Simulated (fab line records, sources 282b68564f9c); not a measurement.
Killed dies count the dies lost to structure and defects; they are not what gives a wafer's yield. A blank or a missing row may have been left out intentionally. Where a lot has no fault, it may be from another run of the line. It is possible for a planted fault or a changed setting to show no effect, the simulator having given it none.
fab line records	flow rit-cmos
record: lots: 6	wafers: 18	last-day: 7
route steps=202 shown PRETRO@72 GATE@75 FOX2@80
lots that met no fault: taken from a fault-free run of the same line
start-h: hours from the record's opening day to when the first of the lot's shown wafers began	wait-h: hours elapsed since this lot's preceding step	" same as the row above	L1.1+2: one row covering several wafers at once	- no value present, or no start provided	* or withheld: withheld	< > ~ a bound
route shown NAME@n: names a module that has steps shown in the file, with the first one's number in the route	usual: mean/standard deviation taken from wafers without a fault	same: alike in all rows	chamber/n: place in a boat	sites: each site's reading	_std_site: their standard deviation	_edge_site: inner sites' mean taken away from outer sites' mean	radius-mm: for every site, how far away it sits from the centre of the wafer	mask NAME#n: copy n	behind: the last tool/chamber to shape the wafer	hold: cause of the lot's hold/its duration in hours/its outcome	device: the n, p or np transistor that did not switch	end of line: the tests these same wafers got at the end of their route	a step given without rows: its recipe and nothing more	killed: count of dies lost to structure and defects at first sort (not the wafer's yield)	map: dies across one wafer; x = killed, . = not, _ = none there
set.NAME: setting as actually run; set.NAME@STEP: the setting as run at that earlier step	model.NAME: the simulator's own value behind a step, which no gauge read
lots seen at some steps along the route; tables by step, rows by wafer
services: when a tool's chamber went out of use (start-h, in hours from the record's first day, below 0 if earlier), for how many hours, and the reason
== steps ==
step: RIT_PRETRO_IMPLANT_08
recipe: species: B	energy-kev: 45	dose-cm2: 1.2e+13	tilt-deg: 7
step: RIT_PRETRO_STRIP_09
recipe: chemistry: O2	time-s: 180	resist: NOVOLAK	platen-temp-c: withheld	power-w: 500	pressure-mtorr: 4000	o2-flow-sccm: 4000
usual: drypump-motor-current-A: 5.7/0.32
lot.wafer	tool	chamber	start-h	wait-h	drypump-motor-current-A	rf-hours-counter-h
L238.2	plasma-asher-04	1	52.36	0.1	6.5	41
L238.5	"	0	"	"	5.4	-
L238.6	"	1	"	"	6.4	-
L240.2	plasma-asher-02	1	65.39	0.1	5.8	43
L240.4	"	1	"	"	5.7	-
L240.5	"	1	"	"	5.8	-
L243.2	plasma-asher-01	1	81.68	0.1	5.4	44
L243.5	"	1	"	"	5.4	-
L243.6	"	0	"	"	5.9	-
L248.1	plasma-asher-02	1	104.96	0.1	5.8	48
L248.4	"	1	"	"	5.8	-
L248.5	"	0	"	"	5.6	-
L249.2	plasma-asher-02	1	110.93	0.1	5.7	49
L249.3	"	1	"	"	5.7	-
L249.6	"	0	"	"	5.6	-
L254.2	plasma-asher-02	1	132.74	0.1	5.8	51
L254.4	"	0	"	"	5.6	-
L254.5	"	1	"	"	5.8	-
step: RIT_PRETRO_TW_MEAS_10
usual: PRETRO_TW: 478.7/2.5
lot.wafer	tool	chamber	start-h	wait-h	PRETRO_TW
L238.2	film-metro-01	-	52.54	0.1	475.2
L238.5	"	-	"	"	475.9
L238.6	"	-	"	"	471.2
L240.2	film-metro-02	-	65.57	0.1	480.0
L240.4	"	-	"	"	478.8
L240.5	"	-	"	"	480.8
L243.2	film-metro-02	-	81.87	0.1	482.2
L243.5	"	-	"	"	480.7
L243.6	"	-	"	"	480.8
L248.1	film-metro-03	-	105.14	0.1	478.3
L248.4	"	-	"	"	478.9
L248.5	"	-	"	"	479.0
L249.2	film-metro-03	-	111.11	0.1	478.3
L249.3	"	-	"	"	478.7
L249.6	"	-	"	"	477.7
L254.2	film-metro-03	-	132.92	0.1	481.3
L254.4	"	-	"	"	480.7
L254.5	"	-	"	"	479.7
step: RIT_GATE_WET_ETCH_00
recipe: chemistry: BOE	target: SiO2	target-depth-nm: 56	time-s: 60	dry: n2-spin	dilution: 10:1	temp-c: 21.5
step: RIT_GATE_CLEAN_01
recipe: chemistry: SC1	mix: 3:3:50	time-s: 600	temp-c: 75
step: RIT_GATE_CLEAN_02
recipe: chemistry: dHF	dilution: 50:1	time-s: 30
step: RIT_GATE_CLEAN_03
recipe: chemistry: SC2	mix: 3:3:50	time-s: 600	temp-c: 75	dry: n2-spin
step: RIT_GATE_CLEAN_04
recipe: chemistry: dHF	dilution: 50:1	time-s: 60	dry: n2-spin
step: RIT_FOX2_THK_MEAS_91
recipe: reads: SiO2_of_FOX2_OXIDATION_00
usual: FIELD_OXIDE_LEFT_2_THK: 258/5.6
lot.wafer	tool	chamber	start-h	wait-h	FIELD_OXIDE_LEFT_2_THK[nm]
L238.2	film-metro-04	-	53.05	0.0	264
L238.5	"	-	"	"	262
L238.6	"	-	"	"	261
L240.2	film-metro-03	-	66.05	0.0	249
L240.4	"	-	"	"	257
L240.5	"	-	"	"	256
L243.2	film-metro-03	-	82.38	0.0	255
L243.5	"	-	"	"	254
L243.6	"	-	"	"	257
L248.1	film-metro-03	-	105.61	0.0	259
L248.4	"	-	"	"	256
L248.5	"	-	"	"	260
L249.2	film-metro-02	-	111.59	0.0	256
L249.3	"	-	"	"	254
L249.6	"	-	"	"	258
L254.2	film-metro-04	-	133.42	0.0	255
L254.4	"	-	"	"	256
L254.5	"	-	"	"	258
step: RIT_GATE_OXIDATION_05
recipe: temp-c: 900	ambient: O2	target-thk-a: 30	ox-time-s: 270
step: RIT_GATE_ANNEAL_06
recipe: temp-c: 900	time-s: 600	ambient: N2O
step: RIT_GATE_THK_MEAS_07
recipe: reads: SiO2_of_GATE_OXIDATION_05
usual: GATE_OXIDE_THK: 3.02/0.074
lot.wafer	tool	chamber	start-h	wait-h	GATE_OXIDE_THK[nm]
L238.2	film-metro-02	-	57.16	0.0	2.95
L238.5	"	-	"	"	3.02
L238.6	"	-	"	"	2.94
L240.2	film-metro-02	-	68.63	0.0	3.03
L240.4	"	-	"	"	2.96
L240.5	"	-	"	"	3.09
L243.2	film-metro-04	-	83.76	0.0	2.89
L243.5	"	-	"	"	2.90
L243.6	"	-	"	"	2.95
L248.1	film-metro-02	-	107.95	0.0	2.99
L248.4	"	-	"	"	2.99
L248.5	"	-	"	"	3.01
L249.2	film-metro-04	-	115.08	0.0	3.11
L249.3	"	-	"	"	3.10
L249.6	"	-	"	"	3.07
L254.2	film-metro-03	-	137.70	0.0	3.01
L254.4	"	-	"	"	2.97
L254.5	"	-	"	"	2.94
step: RIT_GATE_CVD_08
recipe: material: poly-Si	target-thk-nm: 250	temp-c: 610	precursor: SiH4	time-s: 2220	pressure-mtorr: 300	sih4-flow-sccm: 100
usual: pressure-mtorr: 299.8/0.65	susceptor-temp-C: 610.0/0.31
lot.wafer	tool	chamber	start-h	wait-h	pressure-mtorr	susceptor-temp-C	model.poly-Si_of_GATE_CVD_08.thk-nm
L238.2	lpcvd-02	0	57.21	0.0	299.2	610.3	250.3
L238.5	"	0	"	"	299.5	610.3	251.9
L238.6	"	0	"	"	298.6	609.9	251.4
L240.2	lpcvd-02	1	68.68	0.0	298.8	609.3	249
L240.4	"	1	"	"	299.4	609.5	248.9
L240.5	"	1	"	"	300.1	609.8	249.9
L243.2	lpcvd-02	0	83.81	0.0	299.9	609.9	250.8
L243.5	"	0	"	"	299.4	610.3	251.5
L243.6	"	0	"	"	299.7	609.9	252.6
L248.1	lpcvd-02	0	108.09	0.1	449.6	610.2	308.9
L248.4	"	0	"	"	449.5	609.8	307.8
L248.5	"	0	"	"	449.7	609.9	307.8
L249.2	lpcvd-02	0	115.13	0.0	449.8	610.1	310.1
L249.3	"	0	"	"	450.0	610.3	309.3
L249.6	"	0	"	"	450.2	610.0	308.3
L254.2	lpcvd-01	0	139.13	1.4	300.7	609.7	250.7
L254.4	"	0	"	"	299.8	610.1	254.7
L254.5	"	0	"	"	300.2	609.5	253.8
step: RIT_GATE_THK_MEAS_09
recipe: reads: poly-Si_of_GATE_CVD_08
usual: GATE_POLY_THK: 251.8/2.1
lot.wafer	tool	chamber	start-h	wait-h	GATE_POLY_THK[nm]
L238.2	film-metro-03	-	58.83	0.0	250.1
L238.5	"	-	"	"	251.8
L238.6	"	-	"	"	251.4
L240.2	film-metro-03	-	70.30	0.0	249.4
L240.4	"	-	"	"	249.0
L240.5	"	-	"	"	250.0
L243.2	film-metro-04	-	85.44	0.0	250.8
L243.5	"	-	"	"	251.6
L243.6	"	-	"	"	252.9
L248.1	film-metro-04	-	109.70	0.0	308.7
L248.4	"	-	"	"	307.9
L248.5	"	-	"	"	308.0
L249.2	film-metro-02	-	116.75	0.0	310.1
L249.3	"	-	"	"	309.2
L249.6	"	-	"	"	308.6
L254.2	film-metro-03	-	140.76	0.0	250.8
L254.4	"	-	"	"	254.8
L254.5	"	-	"	"	253.8
step: RIT_GATE_HMDS_10
recipe: prime-time-s: 60	prime-temp-c: 140
step: RIT_GATE_COAT_11
recipe: resist: NOVOLAK	spin-rpm: 4250	resist-thk-nm: 850
step: RIT_GATE_SOFTBAKE_12
recipe: resist: NOVOLAK	temp-c: 90	time-s: 60
step: RIT_GATE_EXPOSE_13
recipe: mask-id: M6	na: 0.6	source-shape: conventional	sigma-outer: 0.6	target-cd-nm: 150	dose-mj: 380
step: RIT_GATE_PEB_14
recipe: resist: NOVOLAK	temp-c: withheld	time-s: withheld
step: RIT_GATE_DEVELOP_15
recipe: resist: NOVOLAK	develop-time-s: 50	dev-temp-c: 23
step: RIT_GATE_CD_MEAS_16
recipe: target-cd-nm: 150
usual: cd-nm: 149.3/2.1
lot.wafer	tool	chamber	start-h	wait-h	cd-nm
L238.2	cd-sem-02	-	59.75	-	151.7
L238.5	"	-	"	"	152.5
L238.6	"	-	"	"	149.2
L240.2	cd-sem-01	-	71.26	-	148.2
L240.4	"	-	"	"	148.2
L240.5	"	-	"	"	147.6
L243.2	cd-sem-01	-	86.49	-	149.8
L243.5	"	-	"	"	150.3
L243.6	"	-	"	"	151.6
L248.1	cd-sem-02	-	110.61	-	152.5
L248.4	"	-	"	"	148.3
L248.5	"	-	"	"	149.8
L249.2	cd-sem-02	-	118.02	-	152.2
L249.3	"	-	"	"	147.9
L249.6	"	-	"	"	151.3
L254.2	cd-sem-02	-	141.87	-	151.8
L254.4	"	-	"	"	147.3
L254.5	"	-	"	"	149.1
step: RIT_GATE_OVL_MEAS_17
usual: GATE_OVL: 1.0/1.4
lot.wafer	tool	chamber	start-h	wait-h	GATE_OVL[nm]
L238.2	overlay-02	-	59.86	0.1	1.9
L238.5	"	-	"	"	0.3
L238.6	"	-	"	"	1.3
L240.2	overlay-01	-	71.36	0.1	1.4
L240.4	"	-	"	"	2.3
L240.5	"	-	"	"	1.7
L243.2	overlay-02	-	86.59	0.1	-0.9
L243.5	"	-	"	"	1.3
L243.6	"	-	"	"	1.8
L248.1	overlay-02	-	110.73	0.1	2.8
L248.4	"	-	"	"	2.7
L248.5	"	-	"	"	1.1
L249.2	overlay-02	-	118.13	0.1	0.0
L249.3	"	-	"	"	-0.4
L249.6	"	-	"	"	0.4
L254.2	overlay-02	-	141.97	0.1	1.1
L254.4	"	-	"	"	2.1
L254.5	"	-	"	"	0.1
step: RIT_GATE_HARDBAKE_18
recipe: resist: NOVOLAK	temp-c: 140	time-s: 60
step: RIT_GATE_ETCH_19
recipe: chemistry: SF6/CHF3/O2	time-s: 165	SF6_flow_sccm: 30	CHF3_flow_sccm: 30	O2_flow_sccm: 5	target: poly-Si	pressure-mtorr: 40	rf-w: 160	target-depth-a: 3125	over-etch-frac: 0.25	stop-on: SiO2
usual: O2_flow_sccm: 5.002/0.014	drypump-motor-current-A: 5.5/0.34	he-backside-leak-sccm: 2.76/0.19	oes-product-au: 0.851/0.017	rf-fwd-power-W: 159.3/0.54	throttle-valve-pct: 10.25/0.15
lot.wafer	tool	chamber	start-h	wait-h	O2_flow_sccm	drypump-motor-current-A	he-backside-leak-sccm	oes-product-au	rf-fwd-power-W	rf-hours-counter-h	throttle-valve-pct	model.GATE.feature-depth-nm	model.etch.depth-nm
L238.2	rie-si-01	0	60.04	0.1	5.007	5.2	2.77	0.843	159.6	2	10.33	250.3	250.3
L238.5	"	1	"	"	4.990	5.0	2.73	0.851	159.7	-	10.41	251.9	251.9
L238.6	"	0	"	"	5.006	5.2	2.60	0.848	159.3	-	10.34	251.4	251.4
L240.2	rie-si-01	0	71.54	0.1	5.001	5.2	2.67	0.844	160.4	2	10.33	249	249
L240.4	"	1	"	"	5.000	5.0	2.77	0.850	158.7	117	10.42	248.9	248.9
L240.5	"	1	"	"	4.991	5.0	2.65	0.858	158.6	-	10.39	249.9	249.9
L243.2	rie-si-02	2	86.77	0.1	5.018	5.2	2.54	0.865	158.7	1	10.17	250.8	250.8
L243.5	"	3	"	"	4.979	5.6	2.29	0.839	158.5	-	10.28	251.5	251.5
L243.6	"	2	"	"	4.998	5.2	2.45	0.883	158.2	-	10.17	252.6	252.6
L248.1	rie-si-02	3	110.93	0.1	4.985	5.6	2.32	0.964	159.3	37	10.27	307.5	307.5
L248.4	"	2	"	"	4.992	5.2	2.64	1.013	158.8	2	10.17	307.8	307.8
L248.5	"	0	"	"	4.992	5.2	3.04	0.975	159.1	-	10.46	307.8	307.8
L249.2	rie-si-01	1	118.33	0.1	4.999	5.0	2.67	0.987	160.2	117	10.40	310.1	310.1
L249.3	"	2	"	"	4.996	5.7	2.83	0.960	159.2	62	9.94	309.3	309.3
L249.6	"	1	"	"	5.015	5.0	2.70	0.984	159.6	-	10.40	308.3	308.3
L254.2	rie-si-02	3	142.15	0.1	5.005	5.6	2.63	0.832	159.2	37	10.26	250.7	250.7
L254.4	"	1	"	"	5.009	5.8	3.04	0.880	160.1	101	10.29	254.7	254.7
L254.5	"	2	"	"	4.985	5.2	2.64	0.881	158.7	-	10.16	253.8	253.8
step: RIT_GATE_STRIP_20
recipe: chemistry: O2	time-s: 180	resist: NOVOLAK	platen-temp-c: withheld	power-w: 500	pressure-mtorr: 4000	o2-flow-sccm: 4000
usual: drypump-motor-current-A: 5.7/0.38
lot.wafer	tool	chamber	start-h	wait-h	drypump-motor-current-A	rf-hours-counter-h
L238.2	plasma-asher-04	1	60.15	0.1	6.5	42
L238.5	"	0	"	"	5.4	-
L238.6	"	1	"	"	6.5	-
L240.2	plasma-asher-04	1	71.65	0.1	6.5	43
L240.4	"	1	"	"	6.5	-
L240.5	"	0	"	"	5.5	-
L243.2	plasma-asher-03	1	86.88	0.1	5.4	29
L243.5	"	0	"	"	5.5	-
L243.6	"	1	"	"	5.4	-
L248.1	plasma-asher-03	1	111.04	0.1	5.4	31
L248.4	"	1	"	"	5.4	-
L248.5	"	0	"	"	5.5	-
L249.2	plasma-asher-04	1	118.44	0.1	6.5	0
L249.3	"	1	"	"	6.5	-
L249.6	"	1	"	"	6.5	-
L254.2	plasma-asher-01	1	142.26	0.1	5.4	52
L254.4	"	1	"	"	5.4	-
L254.5	"	1	"	"	5.4	-
== services ==
tool	chamber	start-h	hours	kind
plasma-asher-04	-	78.79	21.3	repair
rie-si-02	-	100.68	10.0	pm
plasma-asher-04	-	108.75	9.0	pm
plasma-asher-04	0	108.75	9.0	vent-cycle
plasma-asher-04	1	108.75	9.0	vent-cycle
plasma-asher-04	0	117.75	-	clean
plasma-asher-04	1	117.75	-	clean
plasma-asher-02	-	126.35	4.3	pm
== key ==
first-sign: step: RIT_GATE_CVD_08	reading: pressure-mtorr	direction: up	sigmas: 99+	usual: 299.8	struck: 449.8
effect: step: RIT_GATE_THK_MEAS_09	reading: GATE_POLY_THK	direction: up	sigmas: 28	usual: 251.8	struck: 308.7
effect: step: RIT_GATE_ETCH_19	reading: oes-product-au	direction: up	sigmas: 7.8	usual: 0.851	struck: 0.981
model-effect: step: RIT_GATE_CVD_08	value: poly-Si_of_GATE_CVD_08.thk-nm	without: 252.5	struck: 308.7
model-effect: step: RIT_GATE_ETCH_19	value: GATE.feature-depth-nm	without: 252.5	struck: 308.5
met-at RIT_GATE_CVD_08
struck-wafers L248.1,L248.4,L248.5,L249.2,L249.3,L249.6
later-rows-left-out L249.6
sort-left-out L248.1,L248.4,L248.5,L249.2,L249.3,L249.6
tester-left-out L248,L249
onset-between 83.81 108.09
fault: kind: process-parameter-drift	tool: lpcvd-02	chamber: 0	onset-h: 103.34	steps: RIT_GATE_CVD_08	channel: pressure-mtorr	offset: 150	shape: step	end-h: 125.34	acts-in: these-recipes-only	stated: 300
tester-left-out: of these lots the tester's yield and bins aren't shown, on N5 and GAA mostly nor the transistor test; their killed dies are dies lost to structure and defects alone, not to doping, threshold or leakage, so they don't give the yield
sort-left-out: the simulated sort isn't trusted on such a fault, so these wafers' sort isn't shown, and their yield isn't known
later-rows-left-out: the simulator's readings of these wafers behind a module that went badly wrong aren't trusted and aren't shown, but for the sort
